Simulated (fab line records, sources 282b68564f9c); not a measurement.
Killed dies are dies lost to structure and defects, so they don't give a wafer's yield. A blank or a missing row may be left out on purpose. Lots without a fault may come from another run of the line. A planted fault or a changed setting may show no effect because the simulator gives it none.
One fault seen from 2 desks | flow rit_cmos | each desk has only its own numbers; what lay behind them comes last

THE TOOL OWNER'S DESK: lpcvd-02
The tool's own readings at RIT_GATE_CVD_08 (deposits poly-Si from SiH4, target thk 250 nm, time 2220 s): means of the sampled wafers that have a number, for each lot that ran on this tool. A lot is out of limits, marked OUT, if its mean lies more than 4 standard deviations from the usual mean; the brackets give that distance.
Columns: A = susceptor_temp_C at RIT_GATE_CVD_08, usual 609.97 C
lot  | first seen here | A
L148 | day 2 09:32     | 610.11
L149 | day 2 17:15     | 610.01
L153 | day 3 13:25     | 609.83
L154 | day 3 16:41     | 609.91
L158 | day 4 12:28     | 610.15
L160 | day 4 21:12     | 609.92
L161 | day 5 03:57     | 609.73
L164 | day 5 17:22     | 610.16
L168 | day 6 13:59     | 609.61
This desk's finding: nothing out of limits on any of the 9 lots.

THE METROLOGY DESK
What the gauges read, lot by lot, whatever tool the lot ran on: means of the sampled wafers that have a number. A lot is out of limits, marked OUT, if its mean lies more than 4 standard deviations from the usual mean; the brackets give that distance.
Columns: A = GATE_POLY_THK at RIT_GATE_THK_MEAS_09, usual 251.2 nm
lot  | first seen here | A
L148 | day 2 11:10     | 252.3
L149 | day 2 18:52     | 252.3
L150 | day 2 21:49     | 251.2
L151 | day 3 04:01     | 246.7
L153 | day 3 15:50     | 250.2
L154 | day 3 19:06     | 253.9
L156 | day 4 05:58     | 249.1
L157 | day 4 11:03     | 248.8
L158 | day 4 14:05     | 250.5
L159 | day 4 18:36     | 251.2
L160 | day 4 22:50     | 249.5
L161 | day 5 05:36     | 252.7
L164 | day 5 18:59     | 415.4 (+78) OUT
L168 | day 6 16:25     | 413.0 (+77) OUT
This desk's finding: out of limits on L164, L168; first on L164, day 5 18:59 (GATE_POLY_THK at RIT_GATE_THK_MEAS_09). In limits: L148, L149, L150, L151, L153, L154, L156, L157, L158, L159, L160, L161.

PUT TOGETHER
The metrology desk could have raised an alarm at day 5 18:59, on L164, L168.
The tool owner's desk saw nothing out of limits.
The tool owner's desk has L164, L168 on record, within its limits.
Of the lots named, all ran RIT_GATE_CVD_08 on lpcvd-02.

WHAT THE SIMULATOR HAD PUT IN
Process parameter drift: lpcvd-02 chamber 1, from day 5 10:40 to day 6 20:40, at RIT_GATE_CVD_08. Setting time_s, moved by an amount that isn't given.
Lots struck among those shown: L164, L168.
Hours from the fault's start to each desk's first reading out of limits: the metrology desk, 8.
